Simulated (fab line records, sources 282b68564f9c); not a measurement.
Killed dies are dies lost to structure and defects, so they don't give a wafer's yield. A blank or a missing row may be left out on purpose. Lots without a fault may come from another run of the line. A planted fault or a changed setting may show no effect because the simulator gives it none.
A struck lot beside a sound one | flow rit_cmos | 18 steps out of a route of 202
Sound: wafers L544.3, L544.4, L544.5. Struck: wafers L560.1, L560.4, L560.6. The cause comes at the end.
At each step with rows: each side's tool, then ch and its chambers, then its first start. Under that, the readings that differ: sound wafers | struck wafers | difference of the means | sigmas: that difference in standard deviations of wafers without a fault.
alike: readings whose means differ by less than 2 such deviations, and words and numbers that are the same on both sides. not compared: withheld readings, readings that some wafer has no value for, bounds like >300 that may hide the same value, and numbers for which the record gives no deviation and whose values overlap.
The two part at a step that has a row with sigmas, a row that says differs or no value, or rows on one side only. Numbers that don't overlap but have no deviation are shown without sigmas and don't part them. A reading that every wafer of one side lacks parts them only if that side has two wafers or more.

first, 2 steps without rows for these wafers: RIT_PLDD_HARDBAKE_07 (time 60 s); RIT_PLDD_IMPLANT_08.
RIT_PLDD_STRIP_09: strips in O2, time 180 s.
  sound on plasma_asher-01 ch 0,1, day 3 06:07; struck on plasma_asher-01 ch 0,1, day 6 06:32
  alike: drypump_motor_current_A
  not compared: rf_hours_counter_h
RIT_PLDD_TW_MEAS_10:
  sound on film_metro-03, day 3 06:16; struck on film_metro-04, day 6 06:43
  alike: PLDD_TW
then, 4 steps without rows for these wafers: RIT_SPACER_CLEAN_00 (cleans in SC1, time 600 s); RIT_SPACER_CLEAN_01 (cleans in dHF, time 30 s); RIT_SPACER_CLEAN_02 (cleans in SC2, time 600 s); RIT_SPACER_CVD_03 (deposits Si3N4 from SiH2Cl2/NH3, target thk 250 nm, time 3300 s).
RIT_SPACER_THK_MEAS_04:
  sound on film_metro-02, day 3 08:36; struck on film_metro-01, day 6 09:04
  alike: SPACER_NITRIDE_THK
RIT_SPACER_ETCHBACK_05: etches Si3N4 in SF6/CHF3, stops on SiO2, target depth 250 nm, time 240 s.
  sound on rie_diel-03 ch 0,1,2, day 3 08:38; struck on rie_diel-04 ch 0,2,3, day 6 09:07
  alike: drypump_motor_current_A, oes_product_au, throttle_valve_pct
  not compared: rf_hours_counter_h
then, 2 steps without rows for these wafers: RIT_NSD_HMDS_00 (prime time 60 s); RIT_NSD_COAT_01 (resist thk 1000 nm).
RIT_NSD_SOFTBAKE_02: time 60 s.
  sound on litho_track-02 ch 0, day 3 09:08; struck on litho_track-02 ch 0, day 6 09:34
  reading                  | sound             | struck            | difference | sigmas
  heater_power_total_W (W) | 34.58 34.59 34.62 | 33.19 33.29 33.31 | -1.33      | -27
  plate_temp_C (C)         | 89.99 90.12 90.03 | 87.68 87.56 87.47 | -2.48      | -21
then, 2 steps without rows for these wafers: RIT_NSD_EXPOSE_03 (exposes mask M9, target cd 40700 nm); RIT_NSD_PEB_04.
RIT_NSD_DEVELOP_05: develop time 50 s.
  sound on litho_track-02 ch 0; struck on litho_track-02 ch 0
  reading                                  | sound           | struck         | difference | sigmas
  model.NOVOLAK_of_NSD_COAT_01.thk_nm (nm) | 1003 1000 998.4 | 1009 1008 1008 | +8         |
RIT_NSD_OVL_MEAS_06:
  sound on overlay-01, day 3 09:47; struck on overlay-01, day 6 10:15
  alike: NSD_OVL
then, 1 step without rows for these wafers: RIT_M1_PROBE_99.

WHERE THEY PART
Only at RIT_NSD_SOFTBAKE_02, within this record. Later steps at which nothing parts them and some readings are alike: RIT_NSD_OVL_MEAS_06.

WHY: what the simulator had put in
Process parameter drift: litho_track-02, from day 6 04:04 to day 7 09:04, at RIT_NSD_SOFTBAKE_02. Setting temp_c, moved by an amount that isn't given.
